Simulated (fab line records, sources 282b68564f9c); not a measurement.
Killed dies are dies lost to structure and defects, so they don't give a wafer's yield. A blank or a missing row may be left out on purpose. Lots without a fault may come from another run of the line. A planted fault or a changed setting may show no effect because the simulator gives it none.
Split-lot experiment | flow rit_cmos | 5 lots, 23 wafers read, on a route of 202 steps

THE SPLIT
At RIT_GATE_DEVELOP_15 (develop time 50 s), the setting dev_temp_c was moved away from the recipe's 23 C on 4 of the 23 wafers read, by -14.5% to +6.4%. The other wafers ran this setting at the recipe's value.

FROM THE SPLIT TO THE READING: what the file shows between them, 16 steps
- RIT_NLDD_COAT_01: resist thk 1000 nm (also split here: resist_thk_nm)
- RIT_NLDD_SOFTBAKE_02: time 60 s
- RIT_NLDD_EXPOSE_03: exposes mask M7, target cd 40700 nm
- RIT_NLDD_DEVELOP_05: develop time 50 s
- RIT_NLDD_HARDBAKE_07: time 60 s
- RIT_NLDD_IMPLANT_08 (also split here: dose_cm2)
- RIT_PLDD_IMPLANT_08 (also split here: dose_cm2)
- RIT_PSD_IMPLANT_08 (also split here: energy_kev)
- RIT_SDANNEAL_CLEAN_00: cleans in SC1, time 600 s (also split here: temp_c)
- RIT_SDANNEAL_CLEAN_01: cleans in dHF, time 30 s
- RIT_SDANNEAL_CLEAN_02: cleans in SC2, time 600 s
- RIT_SDANNEAL_RTA_03: time 5 s
- RIT_SDANNEAL_RS_MEAS_04: measures by four-point-probe
- RIT_SDANNEAL_RS_MEAS_06: measures by four-point-probe
- RIT_SDANNEAL_RS_MEAS_07: measures by four-point-probe
- RIT_CONTACT_CVD_00: deposits SiO2 from TEOS, target thk 400 nm, time 61 s (also split here: rf_w)

THE READING
etest.pmos_0p15.drive_ua_um (the simulator's own value, which no gauge read), at RIT_M1_PROBE_99. The file gives no usual value for it. The 19 wafers here that ran the recipe average 262.8, standard deviation 16.

wafer  | tool, chamber at the split | dev_temp_c as run, C | against the recipe | etest.pmos_0p15.drive_ua_um | against lot-mates on the recipe
L076.1 | litho_track-01, 0          | 24.47                | +6.4%              | 247                         | -11.3
L076.2 | litho_track-01, 0          | 24.47                | +6.4%              | 242.8                       | -15.5
L076.4 | litho_track-01, 0          | 23                   | recipe             | 272.1                       | -
L076.5 | litho_track-01, 0          | 23                   | recipe             | 256.2                       | -
L076.6 | litho_track-01, 0          | 23                   | recipe             | 246.6                       | -
L079.2 | litho_track-03, 0          | 23                   | recipe             | 270.4                       | -
L079.3 | litho_track-03, 0          | 23                   | recipe             | 262.8                       | -
L079.4 | litho_track-03, 0          | 23                   | recipe             | 267.7                       | -
L079.5 | litho_track-03, 0          | 23                   | recipe             | 261.3                       | -
L079.6 | litho_track-03, 0          | 23                   | recipe             | 278                         | -
L080.1 | litho_track-03, 0          | 19.66                | -14.5%             | 346.8                       | +61.5
L080.3 | litho_track-03, 0          | 23                   | recipe             | 266.3                       | -
L080.4 | litho_track-03, 0          | 23                   | recipe             | 299.3                       | -
L080.5 | litho_track-03, 0          | 23                   | recipe             | 290.2                       | -
L080.6 | litho_track-03, 0          | 19.66                | -14.5%             | 356.6                       | +71.3
L083.1 | litho_track-02, 0          | 23                   | recipe             | 243                         | -
L083.3 | litho_track-02, 0          | 23                   | recipe             | 239.5                       | -
L083.5 | litho_track-02, 0          | 23                   | recipe             | 234.2                       | -
L085.1 | litho_track-02, 0          | 23                   | recipe             | 250.1                       | -
L085.2 | litho_track-02, 0          | 23                   | recipe             | 273.5                       | -
L085.3 | litho_track-02, 0          | 23                   | recipe             | 265.9                       | -
L085.4 | litho_track-02, 0          | 23                   | recipe             | 255.1                       | -
L085.5 | litho_track-02, 0          | 23                   | recipe             | 260.1                       | -

THE FIT
A straight line over all 23 wafers: etest.pmos_0p15.drive_ua_um changes by -5.51 for each +1% of dev_temp_c; r = -0.85; the points scatter about the line by 16.
The same after taking each lot's own level away (the mean of its wafers on the recipe; 23 wafers): -4.12 for each +1%; r = -0.90; scatter 9.5.
On that fit, the largest move of dev_temp_c shifts the reading by 60.
The lots' own levels span 238.90 to 285.27, that is 2.9 times the standard deviation above.
So the lot-to-lot level changes the slope: the two fits differ.
Check: with one of the wafers moved furthest among these (-14.5%) left out of the fit, the line predicts +61.5 for it against its lot-mates. It came out at +61.5 against them.

OTHER SPLITS ON THESE WAFERS
These wafers also went through other splits before the reading. Each is held against what the fit with the lots' levels taken away leaves over:
other split on the same wafers    | wafers away from the commonest value | r with etest.pmos_0p15.drive_ua_um (lot level and that fit taken away)
RIT_ACTIVE_OXIDATION_01 ox_time_s | 15                                   | +0.21
RIT_FOX2_OXIDATION_00 ox_time_s   | 18                                   | -0.16
RIT_NWELL_IMPLANT_08 energy_kev   | 10                                   | -0.11
RIT_PWELL_IMPLANT_08 dose_cm2     | 7                                    | -0.27
RIT_NRETRO_IMPLANT_08 dose_cm2    | 5                                    | -0.22
RIT_NLDD_COAT_01 resist_thk_nm    | 8                                    | -0.37
RIT_NLDD_IMPLANT_08 dose_cm2      | 7                                    | +0.11
RIT_PLDD_IMPLANT_08 dose_cm2      | 7                                    | +0.19
RIT_PSD_IMPLANT_08 energy_kev     | 10                                   | +0.12
RIT_SDANNEAL_CLEAN_00 temp_c      | 10                                   | +0.06
RIT_CONTACT_CVD_00 rf_w           | 10                                   | -0.35

THE WHOLE CHAIN: every reading that the file lists as answering this split, in the file's order
step            | what it does | reading                                                                      | change (the file's fit)           | r (the file's)
RIT_M1_PROBE_99 |              | etest.pmos_0p3.r_on_ohm_um (the simulator's own value, which no gauge read)  | +30.7 for each +1% of the setting | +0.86
RIT_M1_PROBE_99 |              | etest.nmos_0p15.drive_ua_um (the simulator's own value, which no gauge read) | -7.25 for each +1% of the setting | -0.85
RIT_M1_PROBE_99 |              | etest.pmos_0p15.drive_ua_um (the simulator's own value, which no gauge read) | -4.17 for each +1% of the setting | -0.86

THE FILE'S OWN FIT
etest.pmos_0p15.drive_ua_um changes by -4.17 for each +1% of dev_temp_c, r = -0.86.
